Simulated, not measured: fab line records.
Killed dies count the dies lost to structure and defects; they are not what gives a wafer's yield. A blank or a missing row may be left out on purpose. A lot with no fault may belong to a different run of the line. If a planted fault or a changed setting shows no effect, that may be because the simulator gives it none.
fab line records	flow berkeleyCmos170
[record] lots = 13	wafers = 39	lastDay = 11
route steps=331 shown PWELL@50 ACTIVE@65 GATE@142
lots untouched by any fault: they come from a run of this same line in which no faults occurred
startH: start of the lot's first displayed wafer, in hours after the record's first day	waitH: hours from the lot's prior step to this one	" unchanged from the row above	L1.1+2: several wafers, shown together as one row	- either no value or no given start	* or withheld: withheld	< > ~ a bound
route shown NAME@n: names a module that has steps shown in the file, with the first one's number in the route	usual: average and standard deviation across the fault-free wafers	same: alike in all rows	chamber/n: place in a boat	sites: each site's reading	_std_site: their standard deviation	_edge_site: the outer-site mean with the inner-site mean subtracted	radiusMm: how far each site lies from the wafer's centre	mask NAME#n: copy n	behind: tool/chamber where the wafer was last shaped	hold: reason for holding the lot/hours on hold/outcome of the hold	device: which transistor (n, p or np) failed to switch	end of line: tests run on the same wafers once the route is complete	for a step that has no rows: nothing shown but its recipe	killed: at the first sort, the dies lost to defects and structure; wafer yield is something else	map: shows each die of a wafer: x if killed, . if not, _ if none is there
set.NAME: setting as actually run; set.NAME@STEP: the setting as run at that earlier step	model.NAME: the simulator's own value behind a step, which no gauge read
one table for each step of the route and one row for each wafer, over a sample of lots
services: when a tool's chamber went out of use (startH, in hours from the record's first day, below 0 if earlier), for how many hours, and the reason
[[steps]]
[step UCB170_PWELL_STRIP_16]
[recipe] chemistry = O2	powerW = 400	pressureMtorr = 3500	platenTempC = withheld	o2FlowSccm = 400	overashFraction = 0.5
[usual] drypumpMotorCurrentA = 5.57/0.13	oesProductAu = 0.720/0.0044	stripTimeToEndpointS = 18.16/0.079
lot.wafer	tool	chamber	startH	waitH	drypumpMotorCurrentA	oesProductAu	rfHoursCounterH	stripTimeToEndpointS
L342.3	plasmaAsher-02	1	53.87	0.1	5.17	0.718	-	18.29
L342.4	"	0	"	"	5.70	0.723	-	18.18
L342.5	"	1	"	"	5.16	0.724	-	18.10
L341.1	plasmaAsher-03	0	54.13	0.1	5.61	0.727	27	18.27
L341.2	"	1	"	"	5.56	0.722	27	18.23
L341.4	"	0	"	"	5.64	0.721	-	18.11
L344.1	plasmaAsher-01	1	63.56	0.1	5.61	0.718	40	18.25
L344.3	"	1	"	"	5.58	0.721	-	18.12
L344.6	"	0	"	"	5.66	0.716	-	18.27
L343.1	plasmaAsher-03	0	63.92	0.1	5.59	0.718	28	18.16
L343.3	"	0	"	"	5.61	0.724	-	18.09
L343.4	"	1	"	"	5.54	0.727	-	18.15
L345.2	plasmaAsher-03	0	71.05	0.1	5.58	0.726	29	18.18
L345.5	"	0	"	"	5.59	0.723	-	18.19
L345.6	"	1	"	"	5.55	0.714	-	18.17
L347.1	plasmaAsher-03	0	74.13	0.1	5.59	0.716	30	18.24
L347.2	"	1	"	"	5.55	0.721	30	18.25
L347.5	"	1	"	"	5.56	0.719	-	18.23
L346.1	plasmaAsher-03	0	74.71	0.1	5.59	0.721	30	18.38
L346.4	"	1	"	"	5.57	0.713	-	18.39
L346.6	"	1	"	"	5.54	0.724	-	18.33
L348.1	plasmaAsher-03	1	84.33	0.1	5.60	0.723	30	18.09
L348.3	"	0	"	"	5.58	0.717	-	18.16
L348.4	"	1	"	"	5.57	0.717	-	18.11
L351.1	plasmaAsher-03	0	99.44	0.1	5.58	0.725	32	18.10
L351.3	"	0	"	"	5.61	0.727	-	18.12
L351.5	"	0	"	"	5.61	0.719	-	18.20
L354.1	plasmaAsher-03	0	110.66	0.1	5.60	0.725	34	18.15
L354.2	"	1	"	"	5.52	0.716	34	17.99
L354.3	"	1	"	"	5.53	0.719	-	18.21
L358.1	plasmaAsher-02	1	125.73	0.2	5.17	0.723	41	18.19
L358.2	"	0	"	"	5.73	0.718	41	18.19
L358.4	"	1	"	"	5.18	0.715	-	18.17
L362.1	plasmaAsher-03	1	149.32	0.2	5.56	0.720	39	18.14
L362.3	"	0	"	"	5.62	0.727	-	18.09
L362.5	"	1	"	"	5.53	0.718	-	18.05
L363.1	plasmaAsher-03	1	155.82	0.1	5.57	0.713	40	18.16
L363.2	"	0	"	"	5.62	0.723	40	18.19
L363.6	"	0	"	"	5.60	0.720	-	18.09
[step UCB170_ACTIVE_CVD_05]
[recipe] material = Si3N4	targetThkNm = 220	tempC = 800	precursor = SiH2Cl2/NH3	timeS = 3300	pressureMtorr = 200	sih2cl2FlowSccm = 25	nh3FlowSccm = 75
[usual] pressureMtorr = 200.0/0.43
lot.wafer	tool	chamber	startH	waitH	pressureMtorr
L341.1	lpcvd-01	0	77.03	1.1	200.1
L341.2	"	0	"	"	200.1
L341.4	"	0	"	"	200.4
L342.3	lpcvd-01	1	77.03	1.1	199.9
L342.4	"	1	"	"	199.7
L342.5	"	1	"	"	200.3
L343.1	lpcvd-01	0	87.60	0.0	200.6
L343.3	"	0	"	"	200.4
L343.4	"	0	"	"	200.1
L344.1	lpcvd-01	1	87.60	0.0	199.6
L344.3	"	1	"	"	199.3
L344.6	"	1	"	"	199.6
L345.2	lpcvd-01	1	93.94	0.0	199.3
L345.5	"	1	"	"	200.3
L345.6	"	1	"	"	200.3
L346.1	lpcvd-01	0	93.94	0.0	200.5
L346.4	"	0	"	"	199.8
L346.6	"	0	"	"	199.6
L347.1	lpcvd-01	1	93.94	0.0	200.1
L347.2	"	1	"	"	200.3
L347.5	"	1	"	"	199.7
L348.1	lpcvd-02	1	104.92	0.0	199.9
L348.3	"	1	"	"	200.0
L348.4	"	1	"	"	199.8
L351.1	lpcvd-01	0	117.68	0.0	199.9
L351.3	"	0	"	"	200.1
L351.5	"	0	"	"	199.5
L354.1	lpcvd-01	1	129.79	1.8	199.9
L354.2	"	1	"	"	200.4
L354.3	"	1	"	"	199.7
L358.1	lpcvd-01	0	154.58	0.0	199.8
L358.2	"	0	"	"	200.2
L358.4	"	0	"	"	199.8
L362.1	lpcvd-02	0	179.86	0.9	199.6
L362.3	"	0	"	"	200.5
L362.5	"	0	"	"	199.5
L363.1	lpcvd-02	1	179.86	0.9	200.8
L363.2	"	1	"	"	200.2
L363.6	"	1	"	"	200.4
[step UCB170_ACTIVE_THK_MEAS_06]
[recipe] reads = Si3N4_of_ACTIVE_CVD_05
[usual] ACTIVE_NITRIDE_THK = 219.5/1.9
lot.wafer	tool	chamber	startH	waitH	ACTIVE_NITRIDE_THK[nm]
L341.1	filmMetro-04	-	78.95	0.0	216.1
L341.2	"	-	"	"	215.9
L341.4	"	-	"	"	215.4
L342.3	filmMetro-03	-	78.97	0.0	220.1
L342.4	"	-	"	"	220.3
L342.5	"	-	"	"	218.7
L343.1	filmMetro-01	-	89.52	0.0	222.2
L343.3	"	-	"	"	220.1
L343.4	"	-	"	"	220.8
L344.1	filmMetro-03	-	89.52	0.0	221.2
L344.3	"	-	"	"	220.7
L344.6	"	-	"	"	223.2
L346.1	filmMetro-04	-	95.85	0.0	220.9
L346.4	"	-	"	"	219.0
L346.6	"	-	"	"	221.6
L347.1	filmMetro-01	-	95.85	0.0	218.6
L347.2	"	-	"	"	217.3
L347.5	"	-	"	"	216.4
L345.2	filmMetro-03	-	95.89	0.0	216.4
L345.5	"	-	"	"	219.7
L345.6	"	-	"	"	217.5
L348.1	filmMetro-04	-	107.79	0.0	223.3
L348.3	"	-	"	"	221.7
L348.4	"	-	"	"	222.1
L351.1	filmMetro-03	-	119.60	0.0	220.5
L351.3	"	-	"	"	220.3
L351.5	"	-	"	"	220.6
L354.1	filmMetro-01	-	131.71	0.0	219.3
L354.2	"	-	"	"	219.0
L354.3	"	-	"	"	219.0
L358.1	filmMetro-03	-	156.50	0.0	277.1
L358.2	"	-	"	"	276.7
L358.4	"	-	"	"	278.1
L362.1	filmMetro-03	-	181.77	0.0	219.1
L362.3	"	-	"	"	219.2
L362.5	"	-	"	"	219.4
L363.1	filmMetro-04	-	181.77	0.0	220.0
L363.2	"	-	"	"	220.6
L363.6	"	-	"	"	220.2
[step UCB170_ACTIVE_ETCH_15]
[recipe] chemistry = CH3F/Ar/O2	target = Si3N4	stopOn = SiO2	CH3F_flow_sccm = 20	Ar_flow_sccm = 50	O2_flow_sccm = 7	pressureMtorr = 50	rfW = 450	targetDepthA = 2420	overEtchFrac = 0.1	timeS = 151
[usual] drypumpMotorCurrentA = 5.7/0.55	oesProductAu = 0.937/0.012	throttleValvePct = 8.07/0.11
[same] overEtchFrac = 0.1
lot.wafer	tool	chamber	startH	waitH	drypumpMotorCurrentA	oesProductAu	rfHoursCounterH	throttleValvePct
L342.3	rieDiel-01	2	80.14	0.0	5.3	0.938	70	7.95
L342.4	"	3	"	"	5.2	0.959	11	8.17
L342.5	"	3	"	"	5.2	0.956	-	8.15
L341.1	rieDiel-03	3	80.46	0.0	4.8	0.921	69	7.99
L341.2	"	0	"	"	5.1	0.927	30	7.96
L341.4	"	2	"	"	6.2	0.935	47	8.22
L344.1	rieDiel-03	3	91.65	0.0	4.8	0.925	70	7.98
L344.3	"	2	"	"	6.2	0.945	47	8.21
L344.6	"	3	"	"	4.8	0.933	-	8.00
L343.1	rieDiel-01	3	91.92	0.0	5.2	0.962	11	8.17
L343.3	"	2	"	"	5.3	0.944	70	7.95
L343.4	"	0	"	"	5.3	0.932	17	7.95
L346.1	rieDiel-04	0	97.61	0.0	6.2	0.932	19	7.95
L346.4	"	1	"	"	5.7	0.923	45	8.08
L346.6	"	1	"	"	5.8	0.945	-	8.10
L347.1	rieDiel-01	3	97.86	0.0	5.2	0.938	11	8.15
L347.2	"	1	"	"	6.7	0.944	4	7.92
L347.5	"	1	"	"	6.7	0.933	-	7.92
L345.2	rieDiel-04	3	98.17	0.0	6.3	0.947	83	8.06
L345.5	"	3	"	"	6.3	0.953	-	8.08
L345.6	"	2	"	"	5.8	0.943	-	8.23
L348.1	rieDiel-03	1	109.31	0.0	6.0	0.926	151	8.23
L348.3	"	3	"	"	4.8	0.929	70	7.99
L348.4	"	0	"	"	5.1	0.934	31	7.97
L351.1	rieDiel-01	0	121.26	0.0	5.3	0.930	18	7.96
L351.3	"	1	"	"	6.7	0.949	5	7.92
L351.5	"	3	"	"	5.2	0.960	-	8.14
L354.1	rieDiel-01	0	133.57	0.0	5.2	0.923	19	7.95
L354.2	"	3	"	"	5.2	0.954	13	8.17
L354.3	"	2	"	"	5.3	0.941	73	7.95
L358.1	rieDiel-04	0	158.10	0.0	6.1	1.002	22	7.97
L358.2	"	1	"	"	5.8	0.997	48	8.09
L358.4	"	1	"	"	5.7	0.993	-	8.07
L363.1	rieDiel-03	3	183.59	0.0	4.8	0.920	74	7.99
L363.2	"	2	"	"	6.3	0.949	52	8.21
L363.6	"	3	"	"	4.8	0.928	-	7.99
L362.1	rieDiel-04	0	183.71	0.0	6.1	0.935	24	7.97
L362.3	"	2	"	"	5.8	0.945	136	8.22
L362.5	"	0	"	"	6.2	0.936	-	7.97
[step UCB170_ACTIVE_STRIP_16]
[recipe] chemistry = O2	powerW = 400	pressureMtorr = 3500	platenTempC = withheld	o2FlowSccm = 400	overashFraction = 0.5
[usual] drypumpMotorCurrentA = 5.6/0.34	oesProductAu = 0.721/0.0042	stripTimeToEndpointS = 18.14/0.082
lot.wafer	tool	chamber	startH	waitH	drypumpMotorCurrentA	oesProductAu	rfHoursCounterH	stripTimeToEndpointS
L342.3	plasmaAsher-02	0	80.28	0.1	5.7	0.721	-	18.11
L342.4	"	1	"	"	5.2	0.730	-	18.23
L342.5	"	0	"	"	5.7	0.721	-	18.20
L341.1	plasmaAsher-04	1	80.56	0.1	6.2	0.720	33	18.10
L341.2	"	0	"	"	5.3	0.720	33	18.16
L341.4	"	1	"	"	6.2	0.722	-	18.34
L344.1	plasmaAsher-03	1	91.75	0.1	5.6	0.718	31	18.02
L344.3	"	0	"	"	5.6	0.720	-	18.27
L344.6	"	0	"	"	5.6	0.722	-	18.03
L343.1	plasmaAsher-04	0	92.02	0.1	5.3	0.718	34	18.13
L343.3	"	1	"	"	6.2	0.713	-	18.07
L343.4	"	0	"	"	5.3	0.721	-	18.09
L346.1	plasmaAsher-04	0	97.71	0.1	5.3	0.722	35	18.19
L346.4	"	1	"	"	6.2	0.723	-	18.14
L346.6	"	0	"	"	5.3	0.721	-	18.17
L347.1	plasmaAsher-03	1	97.96	0.1	5.6	0.721	32	18.21
L347.2	"	0	"	"	5.6	0.729	32	18.00
L347.5	"	1	"	"	5.5	0.718	-	18.04
L345.2	plasmaAsher-02	0	98.27	0.1	5.7	0.716	37	18.10
L345.5	"	1	"	"	5.2	0.728	-	18.05
L345.6	"	0	"	"	5.7	0.724	-	18.19
L348.1	plasmaAsher-03	0	109.41	0.1	5.6	0.719	34	18.12
L348.3	"	1	"	"	5.5	0.722	-	18.08
L348.4	"	0	"	"	5.6	0.723	-	18.17
L351.1	plasmaAsher-03	1	121.36	0.1	5.6	0.724	36	18.11
L351.3	"	0	"	"	5.6	0.719	-	18.01
L351.5	"	0	"	"	5.6	0.718	-	18.11
L354.1	plasmaAsher-04	0	133.67	0.1	5.3	0.723	39	18.21
L354.2	"	1	"	"	6.2	0.719	39	18.21
L354.3	"	0	"	"	5.3	0.718	-	18.21
L358.1	plasmaAsher-02	1	158.20	0.1	5.2	0.720	45	18.18
L358.2	"	0	"	"	5.7	0.723	45	18.14
L358.4	"	1	"	"	5.2	0.719	-	18.16
L363.1	plasmaAsher-03	0	183.69	0.1	5.6	0.721	43	18.02
L363.2	"	1	"	"	5.6	0.716	43	18.22
L363.6	"	1	"	"	5.5	0.719	-	18.07
L362.1	plasmaAsher-04	1	183.81	0.1	6.2	0.728	44	18.10
L362.3	"	0	"	"	5.3	0.719	-	18.08
L362.5	"	0	"	"	5.3	0.722	-	18.19
[step UCB170_GATE_STRIP_16]
[recipe] chemistry = O2	powerW = 400	pressureMtorr = 3500	platenTempC = withheld	o2FlowSccm = 400	overashFraction = 0.5
[usual] drypumpMotorCurrentA = 5.6/0.35	oesProductAu = 0.725/0.0042
lot.wafer	tool	chamber	startH	waitH	drypumpMotorCurrentA	oesProductAu	rfHoursCounterH
L342.3	plasmaAsher-04	1	120.08	0.1	6.2	0.727	-
L342.4	"	0	"	"	5.3	0.721	-
L342.5	"	0	"	"	5.3	0.725	-
L341.1	plasmaAsher-04	0	120.25	0.0	5.3	0.717	37
L341.2	"	1	"	"	6.2	0.722	37
L341.4	"	1	"	"	6.2	0.719	-
L344.1	plasmaAsher-04	0	126.33	0.0	5.3	0.721	38
L344.3	"	0	"	"	5.3	0.721	-
L344.6	"	0	"	"	5.3	0.727	-
L343.1	plasmaAsher-03	1	126.57	0.0	5.5	0.724	37
L343.3	"	1	"	"	5.5	0.723	-
L343.4	"	0	"	"	5.6	0.730	-
L345.2	plasmaAsher-03	1	133.71	0.0	5.6	0.722	37
L345.5	"	1	"	"	5.6	0.725	-
L345.6	"	0	"	"	5.6	0.727	-
L346.1	plasmaAsher-02	1	133.91	0.0	5.2	0.728	42
L346.4	"	1	"	"	5.1	0.727	-
L346.6	"	0	"	"	5.7	0.716	-
L347.1	plasmaAsher-04	0	134.15	0.0	5.3	0.733	39
L347.2	"	1	"	"	6.2	0.725	39
L347.5	"	1	"	"	6.2	0.720	-
L348.1	plasmaAsher-04	0	152.21	0.0	5.3	0.723	41
L348.3	"	1	"	"	6.2	0.731	-
L348.4	"	0	"	"	5.3	0.726	-
L351.1	plasmaAsher-04	1	170.80	0.0	6.2	0.728	43
L351.3	"	0	"	"	5.3	0.725	-
L351.5	"	1	"	"	6.2	0.726	-
L354.1	plasmaAsher-02	1	179.45	0.0	5.2	0.728	47
L354.2	"	0	"	"	5.7	0.719	47
L354.3	"	1	"	"	5.1	0.722	-
L362.1	plasmaAsher-03	0	225.65	0.0	5.6	0.734	47
L362.3	"	1	"	"	5.6	0.719	-
L362.5	"	1	"	"	5.6	0.729	-
L363.1	plasmaAsher-02	1	225.76	0.0	5.2	0.727	51
L363.2	"	0	"	"	5.7	0.727	51
L363.6	"	0	"	"	5.7	0.722	-
[[services]]
tool	chamber	startH	hours	kind
rieDiel-03	3	37.43	23.6	repair
lpcvd-01	-	60.42	2.8	pm
rieDiel-04	-	62.82	0.6	repair
plasmaAsher-04	-	106.57	6.7	repair
plasmaAsher-01	-	108.75	9.0	pm
plasmaAsher-01	0	108.75	9.0	ventCycle
plasmaAsher-01	1	108.75	9.0	ventCycle
plasmaAsher-01	0	117.75	-	clean
plasmaAsher-01	1	117.75	-	clean
rieDiel-03	0	128.71	12.0	repair
rieDiel-04	2	135.17	3.6	repair
plasmaAsher-02	-	143.11	0.6	repair
lpcvd-02	-	149.08	4.9	repair
rieDiel-04	3	156.15	16.7	repair
rieDiel-04	0	161.49	2.4	repair
rieDiel-03	1	165.41	8.2	repair
rieDiel-03	0	167.75	7.6	repair
lpcvd-01	-	174.78	5.2	repair
rieDiel-03	1	175.39	-	clean
rieDiel-03	1	175.39	19.2	scheduledDown
rieDiel-03	1	175.39	19.2	ventCycle
rieDiel-04	2	177.69	3.3	repair
plasmaAsher-04	-	188.00	1.8	repair
[[key]]
[firstSign] step = UCB170_ACTIVE_THK_MEAS_06	reading = ACTIVE_NITRIDE_THK	direction = up	sigmas = 30	usual = 219.5	struck = 277.3
[effect] step = UCB170_ACTIVE_ETCH_15	reading = oesProductAu	direction = up	sigmas = 5.1	usual = 0.937	struck = 0.997
metAt UCB170_ACTIVE_CVD_05
struckLots L358
struckWafers L358.1,L358.2,L358.4
laterRowsLeftOut L358.1,L358.2,L358.4
sortLeftOut L358.1,L358.2,L358.4
testerLeftOut L358
notActingAt UCB170_PWELL_STRIP_16,UCB170_ACTIVE_STRIP_16,UCB170_GATE_STRIP_16
onsetBetween 117.68 154.58
[fault] kind = processParameterDrift	tool = lpcvd-01	chamber = 0	onsetH = 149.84	steps = UCB170_ACTIVE_CVD_05	channel = targetThkNm	offset = 55	shape = step	endH = 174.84	actsIn = theseRecipesOnly	stated = 220
// testerLeftOut: of these lots the tester's yield and bins aren't shown, on N5 and GAA mostly nor the transistor test; their killed dies are dies lost to structure and defects alone, not to doping, threshold or leakage, so they don't give the yield
// sortLeftOut: the simulated sort isn't trusted on such a fault, so these wafers' sort isn't shown, and their yield isn't known
// laterRowsLeftOut: the simulator's readings of these wafers behind a module that went badly wrong aren't trusted and aren't shown, but for the sort
